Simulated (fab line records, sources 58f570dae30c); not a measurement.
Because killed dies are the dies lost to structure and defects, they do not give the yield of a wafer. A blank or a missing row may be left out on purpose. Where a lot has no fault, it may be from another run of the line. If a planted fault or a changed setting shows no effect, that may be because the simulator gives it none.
fab line records    flow berkeley_cmos170
record: lots: 5  wafers: 23
route steps=331 shown PSD@178 NSD@188 BACKSIDE@200 SDANNEAL@204 NLDD@209 SILICIDE@211 CONTACT@217 M1@244
start_h: start of the lot's first displayed wafer, in hours after the record's first day    wait_h: hours elapsed since this lot's preceding step    " the same as in the row above    L1.1+2: a row that stands for several wafers    - no value, or no start was given    * or withheld: withheld    < > ~ a bound
route shown NAME@n: names a module that has steps shown in the file, with the first one's number in the route    usual: mean/standard deviation of fault-free wafers    same: alike in all rows    chamber/n: place in a boat    sites: each site's reading    _std_site: the values' standard deviation    _edge_site: inner sites' mean taken away from outer sites' mean    radius_mm: how far each site lies from the wafer's centre    mask NAME#n: copy n    behind: the tool/chamber that last shaped the wafer    hold: reason for holding the lot/hours on hold/outcome of the hold    device: which transistor (n, p or np) failed to switch    end of line: the same wafers' tests at the end of the route    a step given without rows: its recipe and nothing more    killed: the dies lost at the first sort to structure and to defects; this is not the yield of the wafer    map: a wafer's dies, x killed, . not, _ none there
set.NAME: the setting as run; set.NAME@STEP: as run at that earlier step    model.NAME: the simulator's own value behind a step, which no gauge read
lots with deliberately changed settings; one table per step, one row per wafer
== steps ==
step: UCB170_PSD_EXPOSE_03
recipe: mask_id: PSELECT_MOD  na: 0.5  sigma_outer: 0.6  source_shape: conventional  target_cd_nm: 1200  dose_mj: 30
lot.wafer       tool            chamber  start_h  wait_h  mask           set.dose_mj
L075.1+2+3+4+5  krf_scanner-01  0        134.79   0.2     PSELECT_MOD#0  30
L077.1+5+6      krf_scanner-02  0        158.04   0.2     PSELECT_MOD#0  29.08
L077.2+4        "               0        "        "       PSELECT_MOD#0  30
L078.1+3+6      krf_scanner-01  0        158.28   0.3     PSELECT_MOD#0  30
L081.1+6        krf_scanner-01  0        167.01   0.4     PSELECT_MOD#0  30
L081.2+3+5      "               0        "        "       PSELECT_MOD#0  31.2
L085.1+5        krf_scanner-02  0        191.44   0.2     PSELECT_MOD#0  28.61
L085.3+4+6      "               0        "        "       PSELECT_MOD#0  30
step: UCB170_PSD_PEB_04
recipe: peb_temp_c: 130  peb_time_s: withheld  resist: KrF
step: UCB170_PSD_DEVELOP_05
recipe: developer: TMAH  develop_time_s: 45  resist: KrF  dev_temp_c: 21
step: UCB170_PSD_CD_MEAS_06
recipe: target_cd_nm: 1200
usual: cd_nm: 1200.1/1.5
lot.wafer  tool       chamber  start_h  wait_h  set.dose_mj@PSD_EXPOSE_03  cd_nm
L075.1     cd_sem-01  -        135.18   -       30                         1202.0
L075.2     "          -        "        "       30                         1200.9
L075.3     "          -        "        "       30                         1201.2
L075.4     "          -        "        "       30                         1201.6
L075.5     "          -        "        "       30                         1201.6
L077.1     cd_sem-02  -        158.44   -       29.08                      1192.5
L077.2     "          -        "        "       30                         1199.9
L077.4     "          -        "        "       30                         1200.1
L077.5     "          -        "        "       29.08                      1192.2
L077.6     "          -        "        "       29.08                      1195.5
L078.1     cd_sem-01  -        158.71   -       30                         1199.0
L078.3     "          -        "        "       30                         1198.0
L078.6     "          -        "        "       30                         1199.9
L081.1     cd_sem-02  -        167.40   -       30                         1198.5
L081.2     "          -        "        "       31.2                       1207.2
L081.3     "          -        "        "       31.2                       1205.5
L081.5     "          -        "        "       31.2                       1204.7
L081.6     "          -        "        "       30                         1199.3
L085.1     cd_sem-01  -        191.87   -       28.61                      1193.0
L085.3     "          -        "        "       30                         1200.1
L085.4     "          -        "        "       30                         1200.4
L085.5     "          -        "        "       28.61                      1191.8
L085.6     "          -        "        "       30                         1199.6
step: UCB170_NSD_COAT_01
recipe: resist: KrF  spin_rpm: 1500  resist_thk_nm: 900
lot.wafer  tool            chamber  start_h  wait_h  set.resist_thk_nm  model.KrF_of_NSD_COAT_01.thk_nm
L075.1     litho_track-03  0        136.75   0.1     900                899.4
L075.2     "               0        "        "       900                899.6
L075.3     "               0        "        "       900                897
L075.4     "               0        "        "       900                900
L075.5     "               0        "        "       900                900.2
L077.1     litho_track-02  0        159.42   0.1     941.6              938.1
L077.2     "               0        "        "       941.6              936.3
L077.4     "               0        "        "       900                895
L077.5     "               0        "        "       900                893.1
L077.6     "               0        "        "       941.6              936.7
L078.1     litho_track-01  0        159.50   0.1     900                898
L078.3     "               0        "        "       900                899.7
L078.6     "               0        "        "       900                899.9
L081.1     litho_track-01  0        168.24   0.1     900                896.7
L081.2     "               0        "        "       868.9              868.8
L081.3     "               0        "        "       900                903.4
L081.5     "               0        "        "       900                899.7
L081.6     "               0        "        "       868.9              868.7
L085.1     litho_track-01  0        192.78   0.1     900                897.9
L085.3     "               0        "        "       900                898
L085.4     "               0        "        "       900                898.3
L085.5     "               0        "        "       900                901.7
L085.6     "               0        "        "       900                901.5
step: UCB170_NSD_SOFTBAKE_02
recipe: resist: KrF  temp_c: 130  time_s: 60
step: UCB170_NSD_EXPOSE_03
recipe: mask_id: NSELECT_MOD  na: 0.5  sigma_outer: 0.6  source_shape: conventional  target_cd_nm: 1200  dose_mj: 30.19
step: UCB170_NSD_IMPLANT_08
recipe: species: P  dose_cm2: 3e+15  energy_kev: 40  tilt_deg: 7
step: UCB170_NSD_STRIP_09
recipe: chemistry: O2  power_w: 400  pressure_mtorr: 3500  platen_temp_c: withheld  o2_flow_sccm: 400  overash_fraction: 0.5
usual: strip_time_to_endpoint_s: 35.79/0.068
lot.wafer  tool             chamber  start_h  wait_h  set.resist_thk_nm@NSD_COAT_01  strip_time_to_endpoint_s
L075.1     plasma_asher-04  0        138.08   0.1     900                            35.82
L075.2     "                1        "        "       900                            35.80
L075.3     "                0        "        "       900                            35.79
L075.4     "                1        "        "       900                            35.85
L075.5     "                0        "        "       900                            35.84
L077.1     plasma_asher-04  0        160.75   0.1     941.6                          36.71
L077.2     "                1        "        "       941.6                          36.70
L077.4     "                1        "        "       900                            35.66
L077.5     "                1        "        "       900                            35.64
L077.6     "                0        "        "       941.6                          36.69
L078.1     plasma_asher-02  0        160.75   0.1     900                            35.78
L078.3     "                1        "        "       900                            35.76
L078.6     "                1        "        "       900                            35.80
L081.1     plasma_asher-03  0        169.59   0.1     900                            35.73
L081.2     "                1        "        "       868.9                          35.14
L081.3     "                1        "        "       900                            35.95
L081.5     "                1        "        "       900                            35.84
L081.6     "                0        "        "       868.9                          35.16
L085.1     plasma_asher-02  0        194.15   0.1     900                            35.74
L085.3     "                1        "        "       900                            35.71
L085.4     "                0        "        "       900                            35.71
L085.5     "                1        "        "       900                            35.80
L085.6     "                0        "        "       900                            35.76
step: UCB170_BACKSIDE_COAT_01
recipe: resist: KrF  spin_rpm: 1500  resist_thk_nm: 900
lot.wafer  tool            chamber  start_h  wait_h  set.resist_thk_nm  model.KrF_of_BACKSIDE_COAT_01.thk_nm
L075.1     litho_track-01  0        138.60   0.1     900                895.7
L075.2     "               0        "        "       900                894
L075.3     "               0        "        "       900                895.1
L075.4     "               0        "        "       900                897.9
L075.5     "               0        "        "       900                894.1
L077.1     litho_track-02  0        161.25   0.1     900                900.5
L077.2     "               0        "        "       900                899
L077.4     "               0        "        "       900                897.4
L077.5     "               0        "        "       900                897.9
L077.6     "               0        "        "       900                898.9
L078.1+6   litho_track-04  0        161.29   0.1     900                900.9
L078.3     "               0        "        "       900                903.8
L081.1     litho_track-04  0        170.09   0.1     900                899.3
L081.2     "               0        "        "       951.9              953.1
L081.3     "               0        "        "       951.9              953
L081.5     "               0        "        "       900                902.8
L081.6     "               0        "        "       900                901.3
L085.1     litho_track-01  0        194.83   0.1     938                938
L085.3     "               0        "        "       900                895.3
L085.4     "               0        "        "       900                898.3
L085.5     "               0        "        "       938                940.5
L085.6     "               0        "        "       938                936.1
step: UCB170_BACKSIDE_SOFTBAKE_02
recipe: resist: KrF  temp_c: 130  time_s: 60
step: UCB170_BACKSIDE_STRIP_03
recipe: chemistry: O2  power_w: 400  pressure_mtorr: 3500  platen_temp_c: withheld  o2_flow_sccm: 400  overash_fraction: 0.5
usual: strip_time_to_endpoint_s: 21.97/0.067
lot.wafer  tool             chamber  start_h  wait_h  set.resist_thk_nm@BACKSIDE_COAT_01  strip_time_to_endpoint_s
L075.1     plasma_asher-02  1        138.90   0.1     900                                 21.86
L075.2     "                0        "        "       900                                 21.80
L075.3     "                0        "        "       900                                 21.84
L075.4     "                1        "        "       900                                 21.90
L075.5     "                1        "        "       900                                 21.83
L077.1     plasma_asher-02  0        161.55   0.1     900                                 21.97
L077.2     "                1        "        "       900                                 21.95
L077.4     "                0        "        "       900                                 21.91
L077.5     "                1        "        "       900                                 21.91
L077.6     "                0        "        "       900                                 21.93
L078.1     plasma_asher-01  1        161.59   0.1     900                                 21.99
L078.3     "                1        "        "       900                                 22.06
L078.6     "                0        "        "       900                                 21.98
L081.1     plasma_asher-02  0        170.39   0.1     900                                 21.95
L081.2     "                1        "        "       951.9                               23.22
L081.3     "                0        "        "       951.9                               23.24
L081.5     "                0        "        "       900                                 22.05
L081.6     "                1        "        "       900                                 22.00
L085.1     plasma_asher-02  0        195.13   0.1     938                                 22.87
L085.3     "                1        "        "       900                                 21.85
L085.4     "                0        "        "       900                                 21.92
L085.5     "                1        "        "       938                                 22.95
L085.6     "                0        "        "       938                                 22.83
step: UCB170_BACKSIDE_CLEAN_04
recipe: chemistry: SPM  temp_c: 120  time_s: 600
step: UCB170_SDANNEAL_RTA_00
recipe: temp_c: 900  time_s: 10  ambient: N2
step: UCB170_SDANNEAL_RS_MEAS_05
recipe: thk_meas_gauge: four-point-probe
usual: NLDD_RS: 616.0/1.3
lot.wafer  tool           chamber  start_h  wait_h  set.dose_cm2@NLDD_IMPLANT_09  NLDD_RS[ohm/sq]
L075.1     film_metro-02  -        139.66   0.1     4.757e+13                     626.0
L075.2     "              -        "        "       5e+13                         616.8
L075.3     "              -        "        "       5e+13                         616.4
L075.4     "              -        "        "       4.757e+13                     626.3
L075.5     "              -        "        "       4.757e+13                     625.0
L077.1     film_metro-01  -        162.31   0.1     4.699e+13                     629.9
L077.2     "              -        "        "       4.699e+13                     630.1
L077.4     "              -        "        "       5e+13                         617.6
L077.5     "              -        "        "       4.699e+13                     629.2
L077.6     "              -        "        "       5e+13                         616.1
L078.1     film_metro-02  -        162.35   0.1     5e+13                         615.4
L078.3     "              -        "        "       5e+13                         616.9
L078.6     "              -        "        "       5e+13                         614.0
L081.1     film_metro-04  -        171.17   0.1     5e+13                         617.3
L081.2     "              -        "        "       5e+13                         615.8
L081.3     "              -        "        "       5e+13                         613.6
L081.5     "              -        "        "       5e+13                         614.8
L081.6     "              -        "        "       5e+13                         615.5
L085.1     film_metro-04  -        195.91   0.1     5.373e+13                     601.7
L085.3     "              -        "        "       5e+13                         614.9
L085.4     "              -        "        "       5.373e+13                     600.2
L085.5     "              -        "        "       5e+13                         615.0
L085.6     "              -        "        "       5.373e+13                     602.0
step: UCB170_SILICIDE_SPUTTER_01
recipe: material: Ti  target_thk_nm: 30  time_s: 25  power_w: 1500  chamber_pressure_pa: 0.5
lot.wafer  tool            chamber  start_h  wait_h  set.power_w  model.Ti_of_SILICIDE_SPUTTER_01.thk_nm
L075.1     pvd_sputter-01  -        139.84   0.0     1564         31.47
L075.2     "               -        "        "       1564         31.18
L075.3     "               -        "        "       1500         30.11
L075.4     "               -        "        "       1500         29.95
L075.5     "               -        "        "       1564         31.44
L077.1     pvd_sputter-02  -        162.49   0.0     1412         28.41
L077.2     "               -        "        "       1412         28.59
L077.4     "               -        "        "       1500         30.11
L077.5     "               -        "        "       1500         30.22
L077.6     "               -        "        "       1500         30.07
L078.1     pvd_sputter-01  -        162.54   0.0     1500         30.29
L078.3     "               -        "        "       1500         30.09
L078.6     "               -        "        "       1500         29.99
L081.1     pvd_sputter-02  -        171.36   0.0     1500         29.98
L081.2     "               -        "        "       1500         29.89
L081.3     "               -        "        "       1500         30.05
L081.5     "               -        "        "       1500         29.81
L081.6     "               -        "        "       1500         29.92
L085.1     pvd_sputter-02  -        196.09   0.0     1550         30.51
L085.3     "               -        "        "       1500         29.77
L085.4     "               -        "        "       1550         30.48
L085.5     "               -        "        "       1550         30.61
L085.6     "               -        "        "       1500         29.61
step: UCB170_SILICIDE_RS_MEAS_02
recipe: thk_meas_gauge: four-point-probe  reads: Ti_of_SILICIDE_SPUTTER_01
usual: SILICIDE_TI_RS: 26.12/0.25
lot.wafer  tool           chamber  start_h  wait_h  set.power_w@SILICIDE_SPUTTER_01  SILICIDE_TI_RS[ohm/sq]
L075.1     film_metro-03  -        139.87   0.0     1564                             24.72
L075.2     "              -        "        "       1564                             24.92
L075.3     "              -        "        "       1500                             26.02
L075.4     "              -        "        "       1500                             26.19
L075.5     "              -        "        "       1564                             24.72
L077.1     film_metro-03  -        162.52   0.0     1412                             27.83
L077.2     "              -        "        "       1412                             27.67
L077.4     "              -        "        "       1500                             26.04
L077.5     "              -        "        "       1500                             25.85
L077.6     "              -        "        "       1500                             26.03
L078.1     film_metro-01  -        162.57   0.0     1500                             25.88
L078.3     "              -        "        "       1500                             26.04
L078.6     "              -        "        "       1500                             26.17
L081.1     film_metro-01  -        171.39   0.0     1500                             26.14
L081.2     "              -        "        "       1500                             26.20
L081.3     "              -        "        "       1500                             26.12
L081.5     "              -        "        "       1500                             26.37
L081.6     "              -        "        "       1500                             26.20
L085.1     film_metro-02  -        196.12   0.0     1550                             25.62
L085.3     "              -        "        "       1500                             26.36
L085.4     "              -        "        "       1550                             25.57
L085.5     "              -        "        "       1550                             25.49
L085.6     "              -        "        "       1500                             26.50
step: UCB170_SILICIDE_THK_MEAS_03
recipe: thk_meas_gauge: xrf  reads: Ti_of_SILICIDE_SPUTTER_01
usual: SILICIDE_TI_THK: 30.1/0.31
lot.wafer  tool           chamber  start_h  wait_h  set.power_w@SILICIDE_SPUTTER_01  SILICIDE_TI_THK[nm]
L075.1     film_metro-03  -        139.99   0.1     1564                             31.7
L075.2     "              -        "        "       1564                             31.6
L075.3     "              -        "        "       1500                             30.3
L075.4     "              -        "        "       1500                             30.4
L075.5     "              -        "        "       1564                             31.7
L077.1     film_metro-03  -        162.64   0.1     1412                             28.7
L077.2     "              -        "        "       1412                             29.0
L077.4     "              -        "        "       1500                             30.4
L077.5     "              -        "        "       1500                             30.5
L077.6     "              -        "        "       1500                             30.5
L078.1     film_metro-01  -        162.69   0.1     1500                             30.3
L078.3     "              -        "        "       1500                             30.0
L078.6     "              -        "        "       1500                             29.9
L081.1     film_metro-01  -        171.51   0.1     1500                             29.9
L081.2     "              -        "        "       1500                             29.8
L081.3     "              -        "        "       1500                             30.0
L081.5     "              -        "        "       1500                             29.8
L081.6     "              -        "        "       1500                             29.8
L085.1     film_metro-02  -        196.24   0.1     1550                             30.4
L085.3     "              -        "        "       1500                             29.7
L085.4     "              -        "        "       1550                             30.6
L085.5     "              -        "        "       1550                             30.7
L085.6     "              -        "        "       1500                             29.6
step: UCB170_CONTACT_CVD_01
recipe: material: PSG  target_thk_nm: 700  temp_c: 450  precursor: SiH4/O2/PH3  time_s: 2820  pressure_mtorr: 300  sih4_flow_sccm: 60  o2_flow_sccm: 90  ph3_flow_sccm: 25
lot.wafer  tool      chamber  start_h  wait_h  set.sih4_flow_sccm  model.PSG_of_CONTACT_CVD_01.thk_nm
L075.1     -         -        -        0.0     57.04               702.3
L075.2     "         -        "        "       57.04               694.5
L075.3     "         -        "        "       57.04               693.4
L075.4     "         -        "        "       57.04               697.6
L075.5     "         -        "        "       57.04               700.2
L077.1     -         -        -        0.0     60                  693.2
L077.2     "         -        "        "       60                  693.9
L077.4     "         -        "        "       60                  691.6
L077.5     "         -        "        "       60                  691.8
L077.6     "         -        "        "       60                  689.5
L078.1     lpcvd-02  1        163.40   0.0     60                  701.2
L078.3     "         1        "        "       60                  699.7
L078.6     "         1        "        "       60                  700.5
L081.1     -         -        -        0.0     63.75               709.4
L081.2     "         -        "        "       63.75               710.4
L081.3     "         -        "        "       63.75               708.8
L081.5     "         -        "        "       63.75               713.9
L081.6     "         -        "        "       63.75               715.1
L085.1     -         -        -        0.2     51.63               664.7
L085.3     "         -        "        "       51.63               664.9
L085.4+5   "         -        "        "       51.63               662.8
L085.6     "         -        "        "       51.63               661.7
step: UCB170_M1_EXPOSE_06
recipe: mask_id: METAL1  target_cd_nm: 700  na: 0.5  sigma_outer: 0.6  source_shape: conventional  dose_mj: 21
lot.wafer       tool            chamber  start_h  wait_h  mask      set.dose_mj
L075.1+4        krf_scanner-02  0        145.71   -       METAL1#0  19.96
L075.2+3+5      "               0        "        "       METAL1#0  21
L077.1+4+6      krf_scanner-02  0        168.09   -       METAL1#0  21.67
L077.2+5        "               0        "        "       METAL1#0  21
L078.1+3+6      krf_scanner-01  0        168.88   -       METAL1#0  21
L081.1+3        krf_scanner-02  0        177.14   -       METAL1#0  21
L081.2+5+6      "               0        "        "       METAL1#0  19.83
L085.1+3+4+5+6  krf_scanner-02  0        202.48   -       METAL1#0  21
step: UCB170_M1_DEVELOP_08
recipe: developer: TMAH  develop_time_s: 45  resist: KrF  dev_temp_c: 21
lot.wafer       tool            chamber  start_h  wait_h  set.develop_time_s
L075.1+3        litho_track-04  0        -        -       45
L075.2+4+5      "               0        "        "       49.4
L077.1+5        litho_track-04  0        -        -       40.75
L077.2+4+6      "               0        "        "       45
L078.1+3+6      litho_track-04  0        -        -       45
L081.1+2+3+5+6  litho_track-04  0        -        -       45
L085.1+3+4+5+6  litho_track-04  0        -        -       45
step: UCB170_M1_CD_MEAS_09
recipe: target_cd_nm: 700
usual: cd_nm: 699.6/0.98
lot.wafer  tool       chamber  start_h  wait_h  set.dose_mj@M1_EXPOSE_06  cd_nm
L075.1     cd_sem-02  -        146.10   -       19.96                     708.2
L075.2     "          -        "        "       21                        699.8
L075.3     "          -        "        "       21                        701.0
L075.4     "          -        "        "       19.96                     709.3
L075.5     "          -        "        "       21                        699.0
L077.1     cd_sem-02  -        168.55   -       21.67                     693.0
L077.2     "          -        "        "       21                        699.1
L077.4     "          -        "        "       21.67                     693.4
L077.5     "          -        "        "       21                        699.8
L077.6     "          -        "        "       21.67                     692.3
L078.1     cd_sem-02  -        169.45   -       21                        699.2
L078.3     "          -        "        "       21                        700.2
L078.6     "          -        "        "       21                        700.3
L081.1     cd_sem-01  -        177.69   -       21                        700.4
L081.2     "          -        "        "       19.83                     710.3
L081.3     "          -        "        "       21                        701.3
L081.5     "          -        "        "       19.83                     710.2
L081.6     "          -        "        "       19.83                     711.0
L085.1     cd_sem-01  -        203.15   -       21                        699.3
L085.3     "          -        "        "       21                        698.9
L085.4     "          -        "        "       21                        698.7
L085.5     "          -        "        "       21                        698.9
L085.6     "          -        "        "       21                        698.3
step: UCB170_M1_ETCH_11
recipe: chemistry: N2/H2  target_depth_a: withheld  overetch_a: withheld  target: BARC  time_s: withheld  source_w: 500  bias_w: 100  pressure_mtorr: 30  n2_flow_sccm: 100  h2_flow_sccm: 200
lot.wafer  tool         chamber  start_h  wait_h  set.dose_mj@M1_EXPOSE_06  model.M1.cd_nm
L075.1     rie_diel-04  0        146.26   0.0     19.96                     708.7
L075.2     "            3        "        "       21                        699.8
L075.3     "            2        "        "       21                        701.2
L075.4     "            1        "        "       19.96                     708.5
L075.5     "            0        "        "       21                        699.2
L077.1+4   rie_diel-04  3,1      168.70   0.0     21.67                     693.4
L077.2     "            0        "        "       21                        699.7
L077.5     "            2        "        "       21                        700.3
L077.6     "            3        "        "       21.67                     692.2
L078.1     rie_diel-02  1        169.61   0.0     21                        699.8
L078.3     "            0        "        "       21                        700.2
L078.6     "            2        "        "       21                        700.5
L081.1     rie_diel-04  3        177.85   0.0     21                        699.3
L081.2     "            2        "        "       19.83                     709.7
L081.3     "            1        "        "       21                        700.6
L081.5     "            1        "        "       19.83                     710
L081.6     "            2        "        "       19.83                     710.3
L085.1     rie_diel-04  3        203.30   0.0     21                        698.8
L085.3     "            2        "        "       21                        698.4
L085.4     "            1        "        "       21                        697.9
L085.5     "            2        "        "       21                        698.6
L085.6     "            3        "        "       21                        697.5
step: UCB170_M1_METAL_ETCH_12
recipe: chemistry: Cl2/BCl3  target: Al  stop_on: PSG  pressure_mtorr: 12.22  target_depth_a: 7800  over_etch_frac: 0.3  time_s: 130  icp_w: 600  bias_w: 120  Cl2_flow_sccm: 90  bcl3_flow_sccm: 45
lot.wafer  tool          chamber  start_h  wait_h  set.dose_mj@M1_EXPOSE_06  model.M1.cd_nm
L075.1     rie_metal-02  1        146.30   -       19.96                     706.8
L075.2     "             0        "        "       21                        696.9
L075.3     "             0        "        "       21                        700.6
L075.4     "             1        "        "       19.96                     706.6
L075.5     "             1        "        "       21                        695.8
L077.1     rie_metal-03  0        168.74   -       21.67                     694.5
L077.2     "             1        "        "       21                        701.8
L077.4     "             0        "        "       21.67                     695.6
L077.5     "             1        "        "       21                        700.1
L077.6     "             0        "        "       21.67                     693.7
L078.1     rie_metal-02  0        169.65   -       21                        703.9
L078.3     "             0        "        "       21                        701.7
L078.6     "             0        "        "       21                        704.6
L081.1     rie_metal-04  1        177.89   -       21                        701.2
L081.2     "             0        "        "       19.83                     707.6
L081.3     "             1        "        "       21                        700.5
L081.5     "             0        "        "       19.83                     709
L081.6     "             1        "        "       19.83                     710.3
L085.1     rie_metal-03  1        203.34   -       21                        699.8
L085.3     "             1        "        "       21                        699.5
L085.4     "             0        "        "       21                        698.3
L085.5     "             1        "        "       21                        699.7
L085.6     "             0        "        "       21                        699.4
step: UCB170_M1_STRIP_13
recipe: chemistry: O2  power_w: 400  pressure_mtorr: 3500  platen_temp_c: withheld  o2_flow_sccm: 400  overash_fraction: 0.5
step: UCB170_M1_CD_MEAS_90
recipe: target_cd_nm: 700
usual: cd_nm: 700.0/1.9
lot.wafer  tool       chamber  start_h  wait_h  set.dose_mj@M1_EXPOSE_06  cd_nm
L075.1     cd_sem-02  -        146.53   0.1     19.96                     706.8
L075.2     "          -        "        "       21                        697.4
L075.3     "          -        "        "       21                        700.5
L075.4     "          -        "        "       19.96                     706.4
L075.5     "          -        "        "       21                        695.9
L077.1     cd_sem-02  -        168.98   0.1     21.67                     694.5
L077.2     "          -        "        "       21                        702.0
L077.4     "          -        "        "       21.67                     695.4
L077.5     "          -        "        "       21                        699.9
L077.6     "          -        "        "       21.67                     693.4
L078.1     cd_sem-02  -        169.88   0.1     21                        704.4
L078.3     "          -        "        "       21                        701.8
L078.6     "          -        "        "       21                        704.9
L081.1     cd_sem-01  -        178.12   0.1     21                        701.1
L081.2     "          -        "        "       19.83                     707.4
L081.3     "          -        "        "       21                        700.2
L081.5     "          -        "        "       19.83                     709.2
L081.6     "          -        "        "       19.83                     710.4
L085.1     cd_sem-02  -        203.58   0.1     21                        699.6
L085.3     "          -        "        "       21                        699.6
L085.4     "          -        "        "       21                        698.3
L085.5     "          -        "        "       21                        699.8
L085.6     "          -        "        "       21                        699.5
== key ==
split: step: UCB170_PSD_EXPOSE_03  setting: dose_mj  stated: 30  by: wafer
response: step: UCB170_PSD_CD_MEAS_06  reading: cd_nm  change: +1.77  per: 1%  r: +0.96
split: step: UCB170_NSD_COAT_01  setting: resist_thk_nm  stated: 900  by: wafer
response: step: UCB170_NSD_COAT_01  reading: model.KrF_of_NSD_COAT_01.thk_nm  change: +9.2  per: 1%  r: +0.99
response: step: UCB170_NSD_STRIP_09  reading: strip_time_to_endpoint_s  change: *  per: 1%  r: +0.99
split: step: UCB170_BACKSIDE_COAT_01  setting: resist_thk_nm  stated: 900  by: wafer
response: step: UCB170_BACKSIDE_COAT_01  reading: model.KrF_of_BACKSIDE_COAT_01.thk_nm  change: +9.28  per: 1%  r: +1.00
response: step: UCB170_BACKSIDE_STRIP_03  reading: strip_time_to_endpoint_s  change: *  per: 1%  r: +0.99
split: step: UCB170_SILICIDE_SPUTTER_01  setting: power_w  stated: 1500  by: wafer
response: step: UCB170_SILICIDE_SPUTTER_01  reading: model.Ti_of_SILICIDE_SPUTTER_01.thk_nm  change: +0.284  per: 1%  r: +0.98
response: step: UCB170_SILICIDE_RS_MEAS_02  reading: SILICIDE_TI_RS  change: -0.297  per: 1%  r: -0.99
response: step: UCB170_SILICIDE_THK_MEAS_03  reading: SILICIDE_TI_THK  change: +0.284  per: 1%  r: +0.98
split: step: UCB170_CONTACT_CVD_01  setting: sih4_flow_sccm  stated: 60  by: lot
response: step: UCB170_CONTACT_CVD_01  reading: model.PSG_of_CONTACT_CVD_01.thk_nm  change: +2.23  per: 1%  r: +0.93
split: step: UCB170_M1_EXPOSE_06  setting: dose_mj  stated: 21  by: wafer
response: step: UCB170_M1_CD_MEAS_09  reading: cd_nm  change: -1.8  per: 1%  r: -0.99
response: step: UCB170_M1_ETCH_11  reading: model.M1.cd_nm  change: -1.83  per: 1%  r: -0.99
response: step: UCB170_M1_METAL_ETCH_12  reading: model.M1.cd_nm  change: -1.67  per: 1%  r: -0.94
response: step: UCB170_M1_CD_MEAS_90  reading: cd_nm  change: -1.68  per: 1%  r: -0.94
split: step: UCB170_M1_DEVELOP_08  setting: develop_time_s  stated: 45  by: wafer
response none clear
split outside_this_file step=UCB170_NLDD_IMPLANT_09 setting=dose_cm2
split outside_this_file: this setting was split too, and the file shows its column; the key of that split is in another file
